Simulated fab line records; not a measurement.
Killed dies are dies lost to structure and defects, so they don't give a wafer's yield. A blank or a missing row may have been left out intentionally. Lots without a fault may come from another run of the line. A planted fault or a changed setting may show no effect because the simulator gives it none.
The same fault as seen by 2 desks | flow berkeley-cmos170 | only its own numbers are on each desk; what lay behind them is given at the end

DESK OF THE TOOL OWNER: furnace-01
The tool's own readings at UCB170_PWELL_OXIDATION_02 (target thk 26.4 nm, ox time 1260 s): means of the sampled wafers that have a number, for each lot that ran on this tool. Marked OUT: a lot whose mean sits more than 4 standard deviations from the usual mean, which makes it out of limits; the brackets give that distance.
Columns: A = ox-temp-c at UCB170_PWELL_OXIDATION_02, usual 1000.1 C; B = ox-temp-c-max at UCB170_PWELL_OXIDATION_02, usual 1006.1
lot  | first seen here | A      | B
L431 | day 3 07:07     | 1000.2 | 1006.0
L441 | day 5 21:25     | 999.7  | 1006.6
L442 | day 5 21:25     | 1000.1 | 1006.2
This desk found nothing out of limits on any of the 3 lots.

FROM THE METROLOGY DESK
Lot by lot, what the gauges showed, no matter which tool ran the lot: averages of those sampled wafers that carry a number. Marked OUT: a lot whose mean sits more than 4 standard deviations from the usual mean, which makes it out of limits; the brackets give that distance.
Columns: A = GATE_OVL at UCB170_GATE_OVL_MEAS_13, usual 0 nm; B = M1_AL_THK at UCB170_M1_THK_MEAS_02, usual 589 nm
lot  | first seen here | A  | B
L428 | day 6 17:28     | 2  | 586
L427 | day 6 17:35     | 3  | 597
L431 | day 7 06:28     | -1 | 595
L437 | day 8 06:15     | 0  | 587
L438 | day 8 22:49     | -8 | 587
L440 | day 9 14:41     | -6 | 603
L442 | day 9 14:50     | 2  | 592
L444 | day 9 15:07     | -8 | 588
L441 | day 9 15:40     | 3  | 579
L443 | day 9 18:01     | 3  | 590
L446 | day 10 09:02    | -2 | 586
L447 | day 10 09:10    | 3  | 584
This desk found nothing out of limits on any of the 12 lots.

BROUGHT TOGETHER
The desk of the tool owner found nothing out of limits.
The metrology desk saw nothing out of limits.

WHAT THE SIMULATOR HAD INSERTED
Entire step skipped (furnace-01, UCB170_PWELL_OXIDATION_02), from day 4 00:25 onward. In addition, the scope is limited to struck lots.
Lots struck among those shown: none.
